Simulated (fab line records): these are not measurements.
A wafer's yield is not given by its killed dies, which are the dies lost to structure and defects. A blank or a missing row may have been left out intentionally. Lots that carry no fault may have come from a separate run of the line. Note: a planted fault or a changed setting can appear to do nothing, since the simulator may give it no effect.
fab line records ; flow rit-cmos
record: lots: 6; wafers: 18; last-day: 8
route steps=202 shown M1@184
lots untouched by any fault: they come from a run of this same line in which no faults occurred
start-h: hours from the record's opening day to when the first of the lot's shown wafers began ; wait-h: hours elapsed since this lot's preceding step ; " identical to the entry in the row above ; L1.1+2: a single row standing in for several wafers ; - either no value or no given start ; * or withheld: withheld ; < > ~ a bound
route shown NAME@n: names a module that has steps shown in the file, with the first one's number in the route ; usual: mean and standard deviation over wafers with no fault ; same: alike in all rows ; chamber/n: place in a boat ; sites: each site's reading ; _std_site: how widely they spread, as a standard deviation ; _edge_site: outer sites' mean less inner sites' ; radius-mm: how far each site lies from the wafer's centre ; mask NAME#n: copy n ; behind: the last tool/chamber to shape the wafer ; hold: the reason the lot was held/the length of the hold in hours/how it ended ; device: whichever transistor did not switch (one of n, p or np) ; end of line: tests run on the same wafers once the route is complete ; a step without rows: its recipe alone ; killed: at the first sort, the dies lost to defects and structure; wafer yield is something else ; map: dies across one wafer; x = killed, . = not, _ = none there
set.NAME: the setting as run; set.NAME@STEP: as run at that earlier step ; model.NAME: the simulator's own value behind a step, which no gauge read
a table for each step, a row for each wafer; lots at some steps of the route
services: the hour from which a tool's chamber was out of use, counted from the record's first day as start-h (under 0 if before that day), plus the number of hours and why
== steps ==
step: RIT_M1_SPUTTER_00
recipe: material: Al; target-thk-nm: 400; power-w: 2000; chamber-pressure-pa: 0.4; gas: Ar; time-s: 500; substrate-temp-c: 25
usual: substrate-temp-c: 25.00/0.11; throttle-valve-pct: 30.2/0.84
lot.wafer;tool;chamber;start-h;wait-h;substrate-temp-c;throttle-valve-pct
L844.1;pvd-sputter-03;-;67.12;0.0;24.90;30.2
L844.4;pvd-sputter-03;-;67.12;0.0;24.83;29.4
L844.5;pvd-sputter-03;-;67.12;0.0;24.98;29.3
L852.1;pvd-sputter-04;-;109.94;0.0;25.11;30.4
L852.2;pvd-sputter-04;-;109.94;0.0;24.95;31.9
L852.4;pvd-sputter-04;-;109.94;0.0;24.94;29.6
L856.1;pvd-sputter-02;-;137.09;0.0;24.90;29.6
L856.3;pvd-sputter-02;-;137.09;0.0;25.11;30.1
L856.4;pvd-sputter-02;-;137.09;0.0;25.00;31.7
L859.1;pvd-sputter-03;-;151.06;0.0;25.00;29.2
L859.3;pvd-sputter-03;-;151.06;0.0;24.82;29.6
L859.6;pvd-sputter-03;-;151.06;0.0;24.92;29.1
L858.2;pvd-sputter-02;-;153.01;0.0;25.08;29.6
L858.4;pvd-sputter-02;-;153.01;0.0;24.97;29.3
L858.5;pvd-sputter-02;-;153.01;0.0;25.01;29.9
L863.1;pvd-sputter-02;-;180.90;0.0;24.89;29.6
L863.5;pvd-sputter-02;-;180.90;0.0;25.01;29.1
L863.6;pvd-sputter-02;-;180.90;0.0;24.95;31.6
step: RIT_M1_RS_MEAS_01
recipe: thk-meas-gauge: four-point-probe; reads: Al_of_M1_SPUTTER_00
usual: M1_AL_RS: 0.0739/0.00083
lot.wafer;tool;chamber;start-h;wait-h;M1_AL_RS[ohm/sq]
L844.1;film-metro-04;-;67.41;0.1;0.0743
L844.4;film-metro-04;-;67.41;0.1;0.0738
L844.5;film-metro-04;-;67.41;0.1;0.0739
L852.1;film-metro-04;-;110.24;0.1;0.0742
L852.2;film-metro-04;-;110.24;0.1;0.0732
L852.4;film-metro-04;-;110.24;0.1;0.0750
L856.1;film-metro-03;-;137.39;0.1;0.0741
L856.3;film-metro-03;-;137.39;0.1;0.0730
L856.4;film-metro-03;-;137.39;0.1;0.0741
L859.1;film-metro-01;-;151.36;0.1;0.0734
L859.3;film-metro-01;-;151.36;0.1;0.0733
L859.6;film-metro-01;-;151.36;0.1;0.0732
L858.2;film-metro-01;-;153.33;0.2;0.0750
L858.4;film-metro-01;-;153.33;0.2;0.0748
L858.5;film-metro-01;-;153.33;0.2;0.0751
L863.1;film-metro-04;-;181.20;0.1;0.0749
L863.5;film-metro-04;-;181.20;0.1;0.0751
L863.6;film-metro-04;-;181.20;0.1;0.0738
step: RIT_M1_THK_MEAS_02
recipe: thk-meas-gauge: xrf; reads: Al_of_M1_SPUTTER_00
usual: M1_AL_THK: 395/4.9
lot.wafer;tool;chamber;start-h;wait-h;M1_AL_THK[nm]
L844.1;film-metro-04;-;67.53;0.1;391
L844.4;film-metro-04;-;67.53;0.1;398
L844.5;film-metro-04;-;67.53;0.1;397
L852.1;film-metro-04;-;110.36;0.1;391
L852.2;film-metro-04;-;110.36;0.1;397
L852.4;film-metro-04;-;110.36;0.1;390
L856.1;film-metro-03;-;137.51;0.1;394
L856.3;film-metro-03;-;137.51;0.1;403
L856.4;film-metro-03;-;137.51;0.1;395
L859.1;film-metro-01;-;151.48;0.1;399
L859.3;film-metro-01;-;151.48;0.1;400
L859.6;film-metro-01;-;151.48;0.1;400
L858.2;film-metro-01;-;153.44;0.1;390
L858.4;film-metro-01;-;153.44;0.1;394
L858.5;film-metro-01;-;153.44;0.1;390
L863.1;film-metro-04;-;181.32;0.1;387
L863.5;film-metro-04;-;181.32;0.1;389
L863.6;film-metro-04;-;181.32;0.1;394
step: RIT_M1_HMDS_03
recipe: prime-time-s: 60; prime-temp-c: 140
step: RIT_M1_COAT_04
recipe: resist: NOVOLAK; spin-rpm: 2000; resist-thk-nm: 1300
step: RIT_M1_SOFTBAKE_05
recipe: resist: NOVOLAK; temp-c: 90; time-s: 60
step: RIT_M1_EXPOSE_06
recipe: mask-id: M12; na: 0.6; source-shape: conventional; sigma-outer: 0.5; target-cd-nm: 2600; dose-mj: 250
step: RIT_M1_PEB_07
recipe: resist: NOVOLAK; temp-c: withheld; time-s: withheld
step: RIT_M1_DEVELOP_08
recipe: resist: NOVOLAK; develop-time-s: 68; dev-temp-c: 23
step: RIT_M1_CD_MEAS_09
recipe: target-cd-nm: 2600
usual: cd-nm: 2599.7/2
lot.wafer;tool;chamber;start-h;wait-h;cd-nm
L844.1;cd-sem-02;-;68.60;-;2599.9
L844.4;cd-sem-02;-;68.60;-;2598.7
L844.5;cd-sem-02;-;68.60;-;2599.4
L852.1;cd-sem-01;-;111.42;-;2597.1
L852.2;cd-sem-01;-;111.42;-;2595.9
L852.4;cd-sem-01;-;111.42;-;2598.7
L856.1;cd-sem-01;-;138.45;-;2598.4
L856.3;cd-sem-01;-;138.45;-;2597.3
L856.4;cd-sem-01;-;138.45;-;2597.9
L859.1;cd-sem-02;-;152.42;-;2598.8
L859.3;cd-sem-02;-;152.42;-;2598.6
L859.6;cd-sem-02;-;152.42;-;2597.2
L858.2;cd-sem-01;-;154.39;-;2598.9
L858.4;cd-sem-01;-;154.39;-;2598.6
L858.5;cd-sem-01;-;154.39;-;2599.7
L863.1;cd-sem-02;-;182.38;-;2599.9
L863.5;cd-sem-02;-;182.38;-;2599.3
L863.6;cd-sem-02;-;182.38;-;2599.2
step: RIT_M1_OVL_MEAS_10
usual: M1_OVL: -0.3/1.6
lot.wafer;tool;chamber;start-h;wait-h;M1_OVL[nm]
L844.1;overlay-02;-;68.72;0.1;-1.5
L844.4;overlay-02;-;68.72;0.1;-0.7
L844.5;overlay-02;-;68.72;0.1;-3.2
L852.1;overlay-01;-;111.54;0.1;-1.7
L852.2;overlay-01;-;111.54;0.1;-0.3
L852.4;overlay-01;-;111.54;0.1;0.9
L856.1;overlay-02;-;138.57;0.1;-2.7
L856.3;overlay-02;-;138.57;0.1;-1.1
L856.4;overlay-02;-;138.57;0.1;-2.9
L859.1;overlay-02;-;152.54;0.1;-1.0
L859.3;overlay-02;-;152.54;0.1;-1.9
L859.6;overlay-02;-;152.54;0.1;-2.1
L858.2;overlay-02;-;154.49;0.1;0.5
L858.4;overlay-02;-;154.49;0.1;0.3
L858.5;overlay-02;-;154.49;0.1;-1.5
L863.1;overlay-02;-;182.50;0.1;-0.3
L863.5;overlay-02;-;182.50;0.1;-0.7
L863.6;overlay-02;-;182.50;0.1;0.1
step: RIT_M1_HARDBAKE_11
recipe: resist: NOVOLAK; temp-c: 140; time-s: 120
step: RIT_M1_METAL_ETCH_12
recipe: stop-on: SiO2; chemistry: Cl2/BCl3; target: Al; time-s: 165; over-etch-frac: 0.5; pressure-mtorr: 100; target-depth-a: 6000; rf-w: 250; Cl2_flow_sccm: 60; bcl3-flow-sccm: 50
usual: bcl3-flow-sccm: 50.02/0.16; drypump-motor-current-A: 5.5/0.36; oes-product-au: 0.776/0.0096; rf-fwd-power-W: 248.8/0.83; throttle-valve-pct: 8.43/0.11
lot.wafer;tool;chamber;start-h;wait-h;bcl3-flow-sccm;drypump-motor-current-A;oes-product-au;rf-fwd-power-W;rf-hours-counter-h;throttle-valve-pct;model.NOVOLAK_of_M1_COAT_04.thk-nm;model.M1.feature-depth-nm;model.etch.depth-nm
L844.1;rie-metal-02;0;69.10;0.2;49.72;6.1;0.769;250.7;35;8.19;809.9;427.7;395.4
L844.4;rie-metal-02;1;69.10;0.2;49.86;5.8;0.787;247.4;-;8.52;816.9;428.6;397.3
L844.5;rie-metal-02;0;69.10;0.2;49.90;6.1;0.773;251.1;-;8.19;806.6;429.4;397.1
L852.1;rie-metal-04;1;111.83;0.2;50.16;5.0;0.772;249.2;5;8.36;819.2;426.9;395
L852.2;rie-metal-04;0;111.83;0.2;50.32;5.5;0.783;248.6;5;8.43;800.7;434.8;401.3
L852.4;rie-metal-04;1;111.83;0.2;49.97;5.0;0.762;249.1;-;8.35;818.4;423.7;391.8
L856.1;rie-metal-04;1;138.85;0.2;50.08;5.0;0.780;249.3;5;8.34;809.9;429.1;397.2
L856.3;rie-metal-04;0;138.85;0.2;50.16;5.4;0.756;149.9;-;8.43;926.6;373.7;373.7
L856.4;rie-metal-04;1;138.85;0.2;50.15;5.0;0.777;249.1;-;8.34;810.9;428.9;397.2
L859.1;rie-metal-01;1;152.82;0.2;49.97;5.1;0.770;247.3;3;8.49;809.7;433.1;400.8
L859.3;rie-metal-01;1;152.82;0.2;50.08;5.1;0.776;248.4;-;8.48;801.2;433.3;400.6
L859.6;rie-metal-01;0;152.82;0.2;50.11;5.6;0.789;248.8;-;8.58;822.2;432;401.2
L858.2;rie-metal-04;0;155.04;0.2;49.92;5.5;0.746;149.3;-;8.43;934.5;364.8;364.8
L858.4;rie-metal-04;0;155.04;0.2;49.98;5.5;0.748;148.3;-;8.41;932.7;364.9;364.9
L858.5;rie-metal-04;0;155.04;0.2;50.02;5.5;0.746;149.5;-;8.42;933.2;367.3;367.3
L863.1;rie-metal-02;1;182.79;0.2;50.08;5.8;0.773;248.8;0;8.52;811.8;423.5;391.7
L863.5;rie-metal-02;0;182.79;0.2;49.76;6.1;0.766;249.0;-;8.20;805.3;424.4;391.8
L863.6;rie-metal-02;1;182.79;0.2;50.09;5.8;0.781;247.3;-;8.51;809;430.1;398.1
step: RIT_M1_STRIP_13
recipe: chemistry: nmp; resist: NOVOLAK; temp-c: 80; time-s: 600; dry: n2-spin
step: RIT_M1_STRIP_14
recipe: chemistry: O2; time-s: 180; platen-temp-c: withheld; power-w: 500; pressure-mtorr: 4000; o2-flow-sccm: 4000
usual: drypump-motor-current-A: 5.4/0.34
lot.wafer;tool;chamber;start-h;wait-h;drypump-motor-current-A;rf-hours-counter-h
L844.1;plasma-asher-04;1;69.43;0.0;5.9;47
L844.4;plasma-asher-04;0;69.43;0.0;5.3;-
L844.5;plasma-asher-04;1;69.43;0.0;5.9;-
L852.1;plasma-asher-01;1;112.17;0.0;4.9;39
L852.2;plasma-asher-01;0;112.17;0.0;5.3;39
L852.4;plasma-asher-01;0;112.17;0.0;5.3;-
L856.1;plasma-asher-03;0;139.19;0.0;5.7;35
L856.3;plasma-asher-03;1;139.19;0.0;5.2;-
L856.4;plasma-asher-03;0;139.19;0.0;5.7;-
L859.1;plasma-asher-01;0;153.16;0.0;5.3;42
L859.3;plasma-asher-01;0;153.16;0.0;5.3;-
L859.6;plasma-asher-01;1;153.16;0.0;4.9;-
L858.2;plasma-asher-03;0;155.50;0.0;5.8;36
L858.4;plasma-asher-03;1;155.50;0.0;5.3;-
L858.5;plasma-asher-03;0;155.50;0.0;5.8;-
L863.1;plasma-asher-01;0;183.14;0.0;5.3;45
L863.5;plasma-asher-01;0;183.14;0.0;5.3;-
L863.6;plasma-asher-01;1;183.14;0.0;4.9;-
step: RIT_M1_CD_MEAS_90
recipe: target-cd-nm: 2600
usual: cd-nm: 2600/3.3
lot.wafer;tool;chamber;start-h;wait-h;cd-nm
L844.1;cd-sem-01;-;69.61;0.1;2603
L844.4;cd-sem-01;-;69.61;0.1;2603
L844.5;cd-sem-01;-;69.61;0.1;2602
L852.1;cd-sem-02;-;112.34;0.1;2599
L852.2;cd-sem-02;-;112.34;0.1;2596
L852.4;cd-sem-02;-;112.34;0.1;2600
L856.1;cd-sem-02;-;139.36;0.1;2601
L856.3;cd-sem-02;-;139.36;0.1;2611
L856.4;cd-sem-02;-;139.36;0.1;2601
L859.1;cd-sem-02;-;153.34;0.1;2595
L859.3;cd-sem-02;-;153.34;0.1;2595
L859.6;cd-sem-02;-;153.34;0.1;2599
L858.2;cd-sem-02;-;155.70;0.1;2614
L858.4;cd-sem-02;-;155.70;0.1;2615
L858.5;cd-sem-02;-;155.70;0.1;2617
L863.1;cd-sem-02;-;183.32;0.1;2603
L863.5;cd-sem-02;-;183.32;0.1;2600
L863.6;cd-sem-02;-;183.32;0.1;2601
step: RIT_M1_ANNEAL_15
recipe: temp-c: 450; time-s: 1800; ambient: forming_gas_H2N2
step: RIT_M1_PROBE_99
usual: defect-limited-yield: 97.2/1.2; killed_at_M0_to_M3: 0.0/0.083; killed-at-contacts: 0.1/0.27; killed-at-front-end: 7/3.1; killed-dies: 7/3.2; killed-on-rim: 1.8/1.4; killed-open: 3.8/2.1; killed-short: 3.6/2; sort_bin_3_pad_short: 0.1/0.22; sort_bin_5_function: 1.7/0.8; sort_bin_6_memory: 1.0/0.64; sort-n-pass: 257/3.2; sort-yield-pct: 97.2/1.2
same: gross-dies: 264; killed_at_M4_up: 0; killed-at-back-side: 0; killed-at-other: 0
lot.wafer;tool;chamber;start-h;wait-h;defect-limited-yield[%];killed_at_M0_to_M3;killed-at-contacts;killed-at-front-end;killed-dies;killed-on-rim;killed-open;killed-short;sort_bin_3_pad_short[%];sort_bin_5_function[%];sort_bin_6_memory[%];sort-n-pass;sort-yield-pct[%];model.etest.tester.sort-n-pass;model.etest.tester.sort_bin_5_pct;model.etest.tester.sort-yield-pct;model.etest.ppoly-sal.short;model.etest.pmos_0p15.over-limit;model.etest.cap-n-gate.short;model.etest.m1.short;model.etest.antenna-poly.short
L844.1;prober-01;-;71.35;0.1;98.1;0;0;5;5;3;3;2;0;0.8;1.1;259;98.1;259;0.7576;98.11;0;0;0;0;0
L844.4;prober-01;-;71.50;0.2;96.6;0;0;9;9;0;4;5;0;3.0;0.4;255;96.6;255;3.03;96.59;0;0;0;0;0
L844.5;prober-01;-;71.55;0.2;97.7;0;0;6;6;1;2;4;0.4;0.4;1.5;258;97.7;258;0.3788;97.73;0;0;0;0;0
L852.1;prober-01;-;114.08;0.1;96.2;0;1;9;10;4;7;3;0;2.3;1.5;254;96.2;254;2.273;96.21;0;0;0;0;0
L852.2;prober-01;-;114.13;0.1;98.1;0;0;5;5;0;4;1;0;1.1;0.8;259;98.1;259;1.136;98.11;0;0;0;0;0
L852.4;prober-01;-;114.23;0.2;97.7;0;0;6;6;1;3;3;0;1.1;1.1;258;97.7;258;1.136;97.73;0;0;0;0;0
L856.1;prober-01;-;141.54;0.1;95.8;0;0;11;11;2;9;2;0;1.9;2.3;253;95.8;253;1.894;95.83;0;0;0;0;0
L856.3;prober-01;-;141.64;0.2;0;261;0;3;264;70;1;2;0;99.6;0.4;0;0;0;99.62;0;1;1;1;1;1
L856.4;prober-01;-;141.69;0.2;97.7;0;0;6;6;2;3;3;0.4;1.1;0.8;258;97.7;258;1.136;97.73;0;0;0;0;0
L859.1;prober-01;-;155.08;0.1;96.2;0;0;10;10;4;4;6;0;2.3;1.5;254;96.2;254;2.273;96.21;0;0;0;0;0
L859.3;prober-01;-;155.18;0.2;98.5;0;0;4;4;1;2;2;0;1.1;0.4;260;98.5;260;1.136;98.48;0;0;0;0;0
L859.6;prober-01;-;155.33;0.2;97.0;0;0;8;8;1;2;6;0;1.5;1.5;256;97.0;256;1.515;96.97;0;0;0;0;0
L858.2;prober-02;-;157.47;0.1;0;262;0;2;264;70;0;2;0;99.6;0.4;0;0;0;99.62;0;1;1;1;1;1
L858.4;prober-02;-;157.57;0.2;0;256;0;8;264;70;6;2;0;98.9;1.1;0;0;0;98.86;0;1;1;1;1;1
L858.5;prober-02;-;157.62;0.2;0;262;0;2;264;70;1;1;0;100.0;0;0;0;0;100;0;1;1;1;1;1
L863.1;prober-02;-;185.06;0.1;98.9;0;0;3;3;1;2;1;0;0.4;0.8;261;98.9;261;0.3788;98.86;0;0;0;0;0
L863.5;prober-02;-;185.26;0.2;98.1;0;0;5;5;1;1;4;0;1.5;0.4;259;98.1;259;1.515;98.11;0;0;0;0;0
L863.6;prober-02;-;185.31;0.2;97.3;0;1;6;7;1;4;3;0;1.9;0.8;257;97.3;257;1.894;97.35;0;0;0;0;0
killed by level:class
L844.1 GATE:geometric-particle:open=2 FOX2:geometric-particle:short=1 REOX:geometric-particle:short=1 REOX:geometric-particle:open=1
L844.4 GATE:geometric-particle:short=3 FOX1:geometric-particle:open=2 FOX1:geometric-particle:short=1 GATE:geometric-particle:open=1 REOX:geometric-particle:short=1 SILICIDE:geometric-particle:open=1
L844.5 GATE:geometric-particle:short=3 GATE:geometric-particle:open=1 SPACER:geometric-particle:open=1 SILICIDE:geometric-particle:short=1
L852.1 GATE:geometric-particle:open=2 SILICIDE:geometric-particle:open=2 FOX1:geometric-particle:short=1 FOX2:geometric-particle:open=1 GATE:geometric-particle:short=1 REOX:geometric-particle:open=1 SILICIDE:geometric-particle:short=1 CONTACT:geometric-particle:open=1
L852.2 FOX1:geometric-particle:open=2 FOX2:geometric-particle:open=1 GATE:geometric-particle:open=1 GATE:geometric-particle:short=1
L852.4 FOX2:geometric-particle:short=2 FOX2:geometric-particle:open=1 GATE:geometric-particle:open=1 GATE:geometric-particle:short=1 SPACER:geometric-particle:open=1
L856.1 SPACER:geometric-particle:open=4 GATE:geometric-particle:short=2 SILICIDE:geometric-particle:open=2 FOX1:geometric-particle:open=1 GATE:geometric-particle:open=1 REOX:geometric-particle:open=1
L856.3 M1:area-etch=261 FOX1:geometric-particle:short=1 GATE:geometric-particle:short=1 GATE:geometric-particle:open=1
L856.4 GATE:geometric-particle:open=2 GATE:geometric-particle:short=1 REOX:geometric-particle:short=1 SILICIDE:geometric-particle:open=1 SILICIDE:geometric-particle:short=1
L859.1 GATE:geometric-particle:open=3 GATE:geometric-particle:short=2 SILICIDE:geometric-particle:short=2 FOX1:geometric-particle:short=1 REOX:geometric-particle:short=1 SILICIDE:geometric-particle:open=1
L859.3 SILICIDE:geometric-particle:short=2 FOX1:geometric-particle:open=1 SPACER:geometric-particle:open=1
L859.6 REOX:geometric-particle:short=3 GATE:geometric-particle:short=1 GATE:geometric-particle:open=1 REOX:geometric-particle:open=1 SPACER:geometric-particle:short=1 SILICIDE:geometric-particle:short=1
L858.2 M1:area-etch=262 FOX1:geometric-particle:short=1 GATE:geometric-particle:short=1
L858.4 M1:area-etch=256 REOX:geometric-particle:open=2 FOX2:geometric-particle:open=1 GATE:geometric-particle:short=1 GATE:geometric-particle:open=1 REOX:geometric-particle:short=1 SPACER:geometric-particle:open=1 SILICIDE:geometric-particle:open=1
L858.5 M1:area-etch=262 FOX2:geometric-particle:open=1 REOX:geometric-particle:short=1
L863.1 REOX:geometric-particle:open=1 SPACER:geometric-particle:open=1 SILICIDE:geometric-particle:short=1
L863.5 FOX1:geometric-particle:short=2 GATE:geometric-particle:short=2 SPACER:geometric-particle:open=1
L863.6 SPACER:geometric-particle:open=2 GATE:geometric-particle:open=1 REOX:geometric-particle:open=1 SPACER:geometric-particle:short=1 SILICIDE:geometric-particle:short=1 CONTACT:geometric-particle:short=1
map L856.3 (x killed, . not)
________xxxxxxx_______
_____xxxxxxxxxxxxx____
____xxxxxxxxxxxxxxx___
___xxxxxxxxxxxxxxxxx__
__xxxxxxxxxxxxxxxxxxx_
__xxxxxxxxxxxxxxxxxxx_
_xxxxxxxxxxxxxxxxxxxxx
_xxxxxxxxxxxxxxxxxxxxx
_xxxxxxxxxxxxxxxxxxxxx
_xxxxxxxxxxxxxxxxxxxxx
__xxxxxxxxxxxxxxxxxxx_
__xxxxxxxxxxxxxxxxxxx_
___xxxxxxxxxxxxxxxxx__
____xxxxxxxxxxxxxxx___
_____xxxxxxxxxxxxx____
________xxxxxxx_______
map L858.2 (x killed, . not)
________xxxxxxx_______
_____xxxxxxxxxxxxx____
____xxxxxxxxxxxxxxx___
___xxxxxxxxxxxxxxxxx__
__xxxxxxxxxxxxxxxxxxx_
__xxxxxxxxxxxxxxxxxxx_
_xxxxxxxxxxxxxxxxxxxxx
_xxxxxxxxxxxxxxxxxxxxx
_xxxxxxxxxxxxxxxxxxxxx
_xxxxxxxxxxxxxxxxxxxxx
__xxxxxxxxxxxxxxxxxxx_
__xxxxxxxxxxxxxxxxxxx_
___xxxxxxxxxxxxxxxxx__
____xxxxxxxxxxxxxxx___
_____xxxxxxxxxxxxx____
________xxxxxxx_______
== services ==
tool;chamber;start-h;hours;kind
plasma-asher-03;-;54.35;4.3;repair
rie-metal-04;-;54.64;2.8;pm
plasma-asher-01;-;54.84;6.3;repair
pvd-sputter-03;-;58.43;1.1;repair
pvd-sputter-02;-;70.88;4.7;repair
rie-metal-04;-;91.14;0.1;repair
rie-metal-01;-;112.92;1.4;pm
pvd-sputter-03;-;113.26;11.7;repair
rie-metal-02;-;125.76;14.6;pm
rie-metal-02;-;140.36;20.0;pm
rie-metal-02;0;140.36;20.0;vent-cycle
rie-metal-02;1;140.36;20.0;vent-cycle
rie-metal-04;1;154.11;3.1;repair
rie-metal-02;-;160.36;2.8;pm
rie-metal-02;0;160.36;-;clean
rie-metal-02;1;160.36;-;clean
rie-metal-01;1;167.70;1.4;repair
== key ==
first-sign: step: RIT_M1_METAL_ETCH_12; reading: rf-fwd-power-W; direction: down; sigmas: 99+; usual: 248.8; struck: 149.3
effect: step: RIT_M1_METAL_ETCH_12; reading: oes-product-au; direction: down; sigmas: 2.8; usual: 0.776; struck: 0.749
effect: step: RIT_M1_CD_MEAS_90; reading: cd-nm; direction: up; sigmas: 4.1; usual: 2600; struck: 2614
effect: step: RIT_M1_PROBE_99; reading: killed_at_M0_to_M3; direction: up; sigmas: 99+; usual: 0.0; struck: 260.2
model-effect: step: RIT_M1_METAL_ETCH_12; value: NOVOLAK_of_M1_COAT_04.thk-nm; without: 797; struck: 931.8
model-effect: step: RIT_M1_PROBE_99; value: etest.tester.sort-n-pass; without: 260.2; struck: 0
more-kills-born-at: RIT_M1_METAL_ETCH_12@rie-metal-04: 1041
met-at RIT_M1_METAL_ETCH_12
struck-wafers L856.3,L858.2,L858.4,L858.5
later-rows-left-out L856.3,L858.2,L858.4,L858.5
onset-between 111.83 138.85
fault: kind: process-parameter-drift; tool: rie-metal-04; chamber: 0; onset-h: 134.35; steps: RIT_M1_METAL_ETCH_12; channel: rf-w; offset: -100; shape: step; end-h: 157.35; stated: 250
later-rows-left-out: the simulator's readings of these wafers behind a module that went badly wrong aren't trusted and aren't shown, but for the sort
